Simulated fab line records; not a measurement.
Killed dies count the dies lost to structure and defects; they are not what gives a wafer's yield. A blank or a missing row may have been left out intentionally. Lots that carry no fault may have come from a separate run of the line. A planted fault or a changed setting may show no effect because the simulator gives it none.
Split-lot study / flow berkeleyCmos170 / on a route of 331 steps: 5 lots, 23 wafers read

== THE SPLIT ITSELF ==
At UCB170_ACTIVE_EXPOSE_10 (exposes mask ACTIVE, target cd 1200 nm), the setting doseMj was moved away from the recipe's 20 on 12 of the 23 wafers read, by -6.0% to +6.2%. All remaining wafers had this setting at the recipe value.

== FROM THE SPLIT TO THE READING: what the file shows between them, 5 steps ==
- UCB170_ACTIVE_PEB_11
- UCB170_ACTIVE_DEVELOP_12: develop time 45 s
- UCB170_ACTIVE_CD_MEAS_13: target cd 1200 nm
- UCB170_ACTIVE_ETCH_15: etches Si3N4 in CH3F/Ar/O2, stops on SiO2, target depth 242 nm, time 151 s
- UCB170_ACTIVE_STRIP_16: strips in O2

== THE READING ==
cdNm (nm) at UCB170_ACTIVE_CD_MEAS_90, where the cd target is 1200 nm. Fault-free wafers of this fab line usually give 1199.2 nm, standard deviation 1.3 nm.

wafer=L077.1; tool, chamber at the split=krfScanner-02, 0; doseMj as run=20; against the recipe=recipe; cdNm, nm=1200.7; against lot-mates on the recipe=-
wafer=L077.2; tool, chamber at the split=krfScanner-02, 0; doseMj as run=18.81; against the recipe=-6.0%; cdNm, nm=1215.2; against lot-mates on the recipe=+14.2
wafer=L077.3; tool, chamber at the split=krfScanner-02, 0; doseMj as run=18.81; against the recipe=-6.0%; cdNm, nm=1210.5; against lot-mates on the recipe=+9.5
wafer=L077.4; tool, chamber at the split=krfScanner-02, 0; doseMj as run=18.81; against the recipe=-6.0%; cdNm, nm=1213.7; against lot-mates on the recipe=+12.8
wafer=L077.6; tool, chamber at the split=krfScanner-02, 0; doseMj as run=20; against the recipe=recipe; cdNm, nm=1201.2; against lot-mates on the recipe=-
wafer=L075.1; tool, chamber at the split=krfScanner-01, 0; doseMj as run=20; against the recipe=recipe; cdNm, nm=1199.6; against lot-mates on the recipe=-
wafer=L075.2; tool, chamber at the split=krfScanner-01, 0; doseMj as run=21.23; against the recipe=+6.2%; cdNm, nm=1186.2; against lot-mates on the recipe=-13.0
wafer=L075.3; tool, chamber at the split=krfScanner-01, 0; doseMj as run=21.23; against the recipe=+6.2%; cdNm, nm=1187.8; against lot-mates on the recipe=-11.5
wafer=L075.5; tool, chamber at the split=krfScanner-01, 0; doseMj as run=21.23; against the recipe=+6.2%; cdNm, nm=1186.4; against lot-mates on the recipe=-12.8
wafer=L075.6; tool, chamber at the split=krfScanner-01, 0; doseMj as run=20; against the recipe=recipe; cdNm, nm=1198.9; against lot-mates on the recipe=-
wafer=L079.1; tool, chamber at the split=krfScanner-01, 0; doseMj as run=20; against the recipe=recipe; cdNm, nm=1198.5; against lot-mates on the recipe=-
wafer=L079.2; tool, chamber at the split=krfScanner-01, 0; doseMj as run=20; against the recipe=recipe; cdNm, nm=1198.7; against lot-mates on the recipe=-
wafer=L079.5; tool, chamber at the split=krfScanner-01, 0; doseMj as run=20; against the recipe=recipe; cdNm, nm=1198.3; against lot-mates on the recipe=-
wafer=L085.1; tool, chamber at the split=krfScanner-01, 0; doseMj as run=20.93; against the recipe=+4.6%; cdNm, nm=1193.4; against lot-mates on the recipe=-6.3
wafer=L085.2; tool, chamber at the split=krfScanner-01, 0; doseMj as run=20; against the recipe=recipe; cdNm, nm=1199.3; against lot-mates on the recipe=-
wafer=L085.3; tool, chamber at the split=krfScanner-01, 0; doseMj as run=20; against the recipe=recipe; cdNm, nm=1200.1; against lot-mates on the recipe=-
wafer=L085.4; tool, chamber at the split=krfScanner-01, 0; doseMj as run=20.93; against the recipe=+4.6%; cdNm, nm=1191.8; against lot-mates on the recipe=-7.9
wafer=L085.6; tool, chamber at the split=krfScanner-01, 0; doseMj as run=20.93; against the recipe=+4.6%; cdNm, nm=1192.3; against lot-mates on the recipe=-7.4
wafer=L084.1; tool, chamber at the split=krfScanner-01, 0; doseMj as run=21.15; against the recipe=+5.7%; cdNm, nm=1189.7; against lot-mates on the recipe=-10.1
wafer=L084.2; tool, chamber at the split=krfScanner-01, 0; doseMj as run=21.15; against the recipe=+5.7%; cdNm, nm=1189.1; against lot-mates on the recipe=-10.8
wafer=L084.3; tool, chamber at the split=krfScanner-01, 0; doseMj as run=21.15; against the recipe=+5.7%; cdNm, nm=1189.0; against lot-mates on the recipe=-10.8
wafer=L084.5; tool, chamber at the split=krfScanner-01, 0; doseMj as run=20; against the recipe=recipe; cdNm, nm=1200.7; against lot-mates on the recipe=-
wafer=L084.6; tool, chamber at the split=krfScanner-01, 0; doseMj as run=20; against the recipe=recipe; cdNm, nm=1199.0; against lot-mates on the recipe=-

FIT RESULTS
A straight line over all 23 wafers: cdNm changes by -2.02 nm for each +1% of doseMj; r = -0.98; the points scatter about the line by 1.5 nm.
The same after taking each lot's own level away (the mean of its wafers on the recipe; 23 wafers): -1.93 nm for each +1%; r = -0.99; scatter 1.1 nm.
The reading moves by 12 nm for the largest change in doseMj, on that fit.
Across the lots, their own levels run from 1198.50 to 1200.95 nm, a range of 1.9 times the standard deviation given above.
The two slopes agree, so the slope changes little with the lot-to-lot level.
Check: for one of the wafers moved furthest among these (+6.2%), held out of the fit, the line's prediction against its lot-mates is -11.4 nm. It came out at -13 nm against them.

== THE OTHER SPLITS THESE WAFERS WENT THROUGH ==
Before the reading, these wafers also passed through other splits. Each is held against what the fit with the lots' levels taken away leaves over:
other split on the same wafers=UCB170_START_OXIDATION_02 tempC; wafers away from the commonest value=5; r with cdNm (lot level and that fit taken away)=+0.32
other split on the same wafers=UCB170_ZERO_COAT_01 spinRpm; wafers away from the commonest value=8; r with cdNm (lot level and that fit taken away)=+0.01
other split on the same wafers=UCB170_NWELL_IMPLANT_14 energyKev; wafers away from the commonest value=8; r with cdNm (lot level and that fit taken away)=-0.01
other split on the same wafers=UCB170_PWELL_CVD_05 pressureMtorr; wafers away from the commonest value=15; r with cdNm (lot level and that fit taken away)=-0.23
other split on the same wafers=UCB170_ACTIVE_COAT_08 resistThkNm; wafers away from the commonest value=9; r with cdNm (lot level and that fit taken away)=+0.66

== THE WHOLE CHAIN: every reading that the file lists as answering this split, in the file's order ==
step=UCB170_ACTIVE_CD_MEAS_13; what it does=target cd 1200 nm; reading=cdNm; change (the file's fit)=-1.93 nm for each +1% of the setting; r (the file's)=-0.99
step=UCB170_ACTIVE_ETCH_15; what it does=etches Si3N4 in CH3F/Ar/O2, stops on SiO2, target depth 242 nm, time 151 s; reading=ACTIVE.cdNm (the simulator's own value, which no gauge read); change (the file's fit)=-1.91 nm for each +1% of the setting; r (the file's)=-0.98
step=UCB170_ACTIVE_CD_MEAS_90; what it does=target cd 1200 nm; reading=cdNm; change (the file's fit)=-1.9 nm for each +1% of the setting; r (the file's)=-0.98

== THE FILE'S OWN FIT ==
cdNm changes by -1.9 nm for each +1% of doseMj, r = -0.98.
